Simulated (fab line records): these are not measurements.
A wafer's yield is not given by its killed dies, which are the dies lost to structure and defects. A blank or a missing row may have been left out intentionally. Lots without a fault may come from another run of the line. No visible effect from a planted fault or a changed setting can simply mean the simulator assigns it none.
Chamber matching :: flow berkeleyCmos170 :: UCB170_V2_CMP_02 on cmp-02: 4 sister chambers
The step polishes SiO2. 14 wafers are shown with their chamber, then 7 later ones without.

## EACH WAFER AND ITS CHAMBER
wafer: L601.1
chamber: 2
motorCurrentA (A): 14.9
slurryFlowMlMin: 149.2

wafer: L601.3
chamber: 3
motorCurrentA (A): 13.9
slurryFlowMlMin: 150.1

wafer: L601.5
chamber: 0
motorCurrentA (A): 14.5
slurryFlowMlMin: 150.6

wafer: L602.2
chamber: 1
motorCurrentA (A): 16.0
slurryFlowMlMin: 150.4

wafer: L602.4
chamber: 0
motorCurrentA (A): 15.3
slurryFlowMlMin: 151.3

wafer: L602.6
chamber: 1
motorCurrentA (A): 15.9
slurryFlowMlMin: 149.9

wafer: L605.1
chamber: 1
motorCurrentA (A): 16.1
slurryFlowMlMin: 150.3

wafer: L605.3
chamber: 0
motorCurrentA (A): 15.3
slurryFlowMlMin: 149.6

wafer: L605.6
chamber: 3
motorCurrentA (A): 13.2
slurryFlowMlMin: 150.0

wafer: L608.1
chamber: 1
motorCurrentA (A): 15.3
slurryFlowMlMin: 150.1

wafer: L608.2
chamber: 3
motorCurrentA (A): 13.3
slurryFlowMlMin: 149.6

wafer: L608.5
chamber: 2
motorCurrentA (A): 14.2
slurryFlowMlMin: 150.6

wafer: L615.1
chamber: 2
motorCurrentA (A): 14.0
slurryFlowMlMin: 149.7

wafer: L615.3
chamber: 3
motorCurrentA (A): 13.8
slurryFlowMlMin: 149.7

SIGNATURES (averages over the wafers above)
reading: motorCurrentA
chamber 0: 15.033
chamber 1: 15.825
chamber 2: 14.367
chamber 3: 13.550
scatter within a chamber: 0.404

reading: slurryFlowMlMin
chamber 0: 150.500
chamber 1: 150.175
chamber 2: 149.833
chamber 3: 149.850
scatter within a chamber: 0.528
Rule: distance of a wafer from a chamber = root of the sum over the readings of ((wafer's reading minus chamber's mean) / reading's scatter) squared. The wafer belongs to the nearest chamber; if the next one is less than 2 further off, it can't be placed. The scatter is the square root of a quotient: the sum, over the shown wafers, of each reading's squared deviation from its chamber's mean, divided by wafers minus chambers.

## WAFERS WITHOUT THEIR CHAMBER
wafer: L615.4
motorCurrentA (A): 15.9
slurryFlowMlMin: 150.8

wafer: L617.2
motorCurrentA (A): 13.3
slurryFlowMlMin: 149.7

wafer: L617.4
motorCurrentA (A): 16.6
slurryFlowMlMin: 150.0

wafer: L617.5
motorCurrentA (A): 14.8
slurryFlowMlMin: 149.2

wafer: L622.1
motorCurrentA (A): 14.0
slurryFlowMlMin: 150.2

wafer: L622.2
motorCurrentA (A): 15.8
slurryFlowMlMin: 149.6

wafer: L622.5
motorCurrentA (A): 14.2
slurryFlowMlMin: 150.4

## THE CHAMBER EACH PASSED THROUGH
wafer: L615.4
from the rows above: can't be placed: 1 or 0
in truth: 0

wafer: L617.2
from the rows above: can't be placed: 3 or 2
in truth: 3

wafer: L617.4
from the rows above: 1
in truth: 1

wafer: L617.5
from the rows above: can't be placed: 2 or 0 or 1 or 3
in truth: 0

wafer: L622.1
from the rows above: can't be placed: 2 or 3 or 0
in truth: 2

wafer: L622.2
from the rows above: can't be placed: 1 or 0
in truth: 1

wafer: L622.5
from the rows above: can't be placed: 2 or 3 or 0
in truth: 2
Correct placement for 1 of the 7. These rows do not allow placing 6 (true chamber among the candidates in 6). Number placed wrongly: 0.
